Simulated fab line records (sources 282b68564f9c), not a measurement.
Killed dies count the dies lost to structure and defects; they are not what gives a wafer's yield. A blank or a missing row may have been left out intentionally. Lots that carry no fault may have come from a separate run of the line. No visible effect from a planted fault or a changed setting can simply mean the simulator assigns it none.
A struck lot beside a sound one / flow ritCmos / 17 steps out of a route of 202
Sound: wafers L311.1, L311.4, L311.5. The struck wafers were L324.1, L324.4, L324.6. Last of all comes the cause.
Per side, at each step with rows, come the tool, then ch with its chambers, and then its first start. Under that, the readings that differ: sound wafers / struck wafers / difference of the means / sigmas: that difference in standard deviations of wafers without a fault.
alike: same words and numbers on both sides, and readings whose means sit less than 2 such deviations apart. not compared: any withheld reading, any reading some wafer has no value for, any bound like >300 that may hide the same value, and any number with overlapping values for which the record gives no deviation.
The two part at a step that has a row with sigmas, a row that says differs or no value, or rows on one side only. Numbers that have no deviation but don't overlap get no sigmas and don't part them. A reading that every wafer of one side lacks parts them only if that side has two wafers or more.

first, 1 step without rows for these wafers: RIT_PRETRO_DEVELOP_05 (develop time 68 s).
RIT_PRETRO_OVL_MEAS_06:
  sound: overlay-02 at day 2 22:27; struck: overlay-02 at day 5 11:16
  alike: PRETRO_OVL
then, 2 steps without rows for these wafers: RIT_PRETRO_HARDBAKE_07 (time 120 s); RIT_PRETRO_IMPLANT_08.
RIT_PRETRO_STRIP_09: strips in O2, time 180 s.
  sound on plasmaAsher-03 ch 0,1, day 2 22:53; struck on plasmaAsher-01 ch 0, day 5 11:54
reading=drypumpMotorCurrentA (A); sound=6.2 4.9 4.9; struck=6.6 6.6 6.6; difference=+1.3; sigmas=+2
  not compared: rfHoursCounterH
RIT_PRETRO_TW_MEAS_10:
  sound: filmMetro-04 at day 2 23:04; struck: filmMetro-02 at day 5 12:04
  alike: PRETRO_TW
then, 5 steps without rows for these wafers: RIT_GATE_WET_ETCH_00 (etches SiO2 in BOE, target depth 56 nm, time 60 s); RIT_GATE_CLEAN_01 (cleans in SC1, time 600 s); RIT_GATE_CLEAN_02 (cleans in dHF, time 31.25 s); RIT_GATE_CLEAN_03 (cleans in SC2, time 600 s); RIT_GATE_CLEAN_04 (cleans in dHF, time 60 s).
RIT_FOX2_THK_MEAS_91:
  sound: filmMetro-03 at day 2 23:32; struck: filmMetro-02 at day 5 12:33
  alike: FIELD_OXIDE_LEFT_2_THK
RIT_GATE_OXIDATION_05: target thk 3 nm, ox time 270 s.
  sound on furnace-03 ch 0, day 3 00:10; struck on furnace-01 ch 0, day 5 12:37
reading=spikeTcCentreC (C); sound=901.8 902.9 900.8; struck=916.2 917.9 916.3; difference=+15.0; sigmas=+14
reading=spikeTcLoadC (C); sound=919 920 919; struck=940 941 940; difference=+21; sigmas=+5
reading=spikeTcSourceC (C); sound=927.3 928.6 926.3; struck=938.9 935.8 940.2; difference=+10.9; sigmas=+4
reading=tubeCenterTempC (C); sound=900.09 899.95 899.96; struck=915 915.02 914.93; difference=+15; sigmas=+99 or more
reading=tube_center_temp_C_max; sound=902.3 902.1 902.3; struck=917.1 917.3 917.2; difference=+15.0; sigmas=+40
reading=model.SiO2_of_GATE_OXIDATION_05.thkNm (nm); sound=2.94 2.89 2.925; struck=3.662 3.669 3.65; difference=+0.742; sigmas=
then, 1 step without rows for these wafers: RIT_GATE_ANNEAL_06 (time 600 s).
RIT_GATE_THK_MEAS_07:
  sound: filmMetro-01 at day 3 01:29; struck: filmMetro-01 at day 5 13:56
reading=GATE_OXIDE_THK (nm); sound=2.93 2.91 2.88; struck=3.64 3.69 3.62; difference=+0.74; sigmas=+8
then, 1 step without rows for these wafers: RIT_GATE_CVD_08 (deposits poly-Si from SiH4, target thk 250 nm, time 2220 s).
RIT_M1_PROBE_99:
  sound: prober-01 at day 4 01:40; struck: prober-02 at day 6 13:27
reading=model.etest.pmos_0p3.rOnOhmUm; sound=6168 6154 6160; struck=7278 7292 7462; difference=+1183; sigmas=
reading=model.etest.pmosTurned.rOnOhmUm; sound=3470 3470 3509; struck=3774 3782 3788; difference=+298; sigmas=
reading=model.etest.pmos_0p15.rOnOhmUm; sound=2775 2769 2768; struck=3021 3010 3061; difference=+260; sigmas=
reading=model.etest.nmos_0p3.rOnOhmUm; sound=2207 2182 2184; struck=2450 2479 2495; difference=+284; sigmas=
reading=model.etest.nmos_0p15.rOnOhmUm; sound=1179 1160 1170; struck=1214 1214 1221; difference=+47; sigmas=
reading=model.etest.nmos_0p15.driveUaUm; sound=462.4 465.5 461.7; struck=390.3 393.6 389.1; difference=-72.2; sigmas=
reading=model.etest.nmosNarrow.driveUaUm; sound=222.8 223.1 219.4; struck=175 176 173; difference=-47; sigmas=
reading=model.etest.nmos_0p3.driveUaUm; sound=224 227.4 224.7; struck=173.7 172.3 172.2; difference=-52.6; sigmas=
  alike: killedAtContacts, killedAtFrontEnd, killedDies, killedOpen, killedShort

## WHERE THEY PART
Last at RIT_GATE_THK_MEAS_07 as far as this record goes, first at RIT_PRETRO_STRIP_09. Later steps at which nothing parts them and some readings are alike: RIT_M1_PROBE_99.

WHY: what had been put in by the simulator
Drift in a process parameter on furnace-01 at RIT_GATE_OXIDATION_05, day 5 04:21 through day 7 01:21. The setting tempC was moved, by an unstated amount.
